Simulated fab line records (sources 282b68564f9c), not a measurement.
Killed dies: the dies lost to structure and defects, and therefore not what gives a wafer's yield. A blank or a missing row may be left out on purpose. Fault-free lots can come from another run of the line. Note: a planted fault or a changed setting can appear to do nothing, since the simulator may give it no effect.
The tool behind it: which one? / flow ritCmos / Sampling: 7 lots, 21 wafers, 2 of 202 route steps

## WHAT EACH GAUGE READ, for each wafer
RIT_FOX1_THK_MEAS_01.
lot=L100; measured=day 1 23:35; on=filmMetro-01; FOX1_OXIDE_THK (nm)=348 354 351
lot=L102; measured=day 2 07:50; on=filmMetro-03; FOX1_OXIDE_THK (nm)=344 334 336
lot=L104; measured=day 2 18:05; on=filmMetro-03; FOX1_OXIDE_THK (nm)=337 338 344
lot=L107; measured=day 3 11:38; on=filmMetro-02; FOX1_OXIDE_THK (nm)=422 434 434
lot=L112; measured=day 4 10:05; on=filmMetro-01; FOX1_OXIDE_THK (nm)=423 427 427
lot=L119; measured=day 5 23:46; on=filmMetro-02; FOX1_OXIDE_THK (nm)=343 349 339
lot=L121; measured=day 6 11:02; on=filmMetro-03; FOX1_OXIDE_THK (nm)=356 348 349

## EACH LOT AND THE TOOL THAT RAN IT (in order: tool; ch and the chambers of the sampled wafers; start)
lot=L100; RIT_FOX1_OXIDATION_00=furnace-04 ch 0, day 1 22:16
lot=L102; RIT_FOX1_OXIDATION_00=furnace-02 ch 0, day 2 06:31
lot=L104; RIT_FOX1_OXIDATION_00=furnace-02 ch 0, day 2 16:46
lot=L107; RIT_FOX1_OXIDATION_00=furnace-02 ch 0, day 3 10:19
lot=L112; RIT_FOX1_OXIDATION_00=furnace-02 ch 0, day 4 08:46
lot=L119; RIT_FOX1_OXIDATION_00=furnace-01 ch 0, day 5 22:27
lot=L121; RIT_FOX1_OXIDATION_00=furnace-01 ch 0, day 6 09:43
- RIT_FOX1_OXIDATION_00: target thk 350.7 nm, ox time 1130 s.

## THE ANSWER, worked out from the rows above alone
Rule: the lots themselves supply what counts as usual. Put in order of their means at a reading, lots are off if they are a third of the lots or fewer, leave a main group of 4 or more, and stand apart from it by a gap of 3 or more times the standard deviation of the main group's means; of several such gaps the widest counts. Not used: any main group whose means are identical at the precision the tables above print for the reading. A lot without any number at a reading at which 4 lots or more have one is off too. Any other lot the step has rows for is counted as sound.
Off: L107, L112, at RIT_FOX1_THK_MEAS_01 (FOX1_OXIDE_THK). Main group: mean 345 nm, sd 5.5.
If a tool, at a process step before that reading, ran all the lots that are off and no sound lot after the first of them, it fits. Those tools and the gauges at RIT_FOX1_THK_MEAS_01 are tried in the same way. One fits: furnace-02 at RIT_FOX1_OXIDATION_00. A fault onset in the window from L104 (day 2 16:46, its last sound lot) to L107 (day 3 10:19, its first lot off) fits.

## WHAT THE SIMULATOR PUT IN
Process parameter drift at RIT_FOX1_OXIDATION_00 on furnace-02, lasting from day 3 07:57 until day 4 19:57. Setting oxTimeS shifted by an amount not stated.
Lots struck among those shown: L107, L112. The rule above reached the same finding.
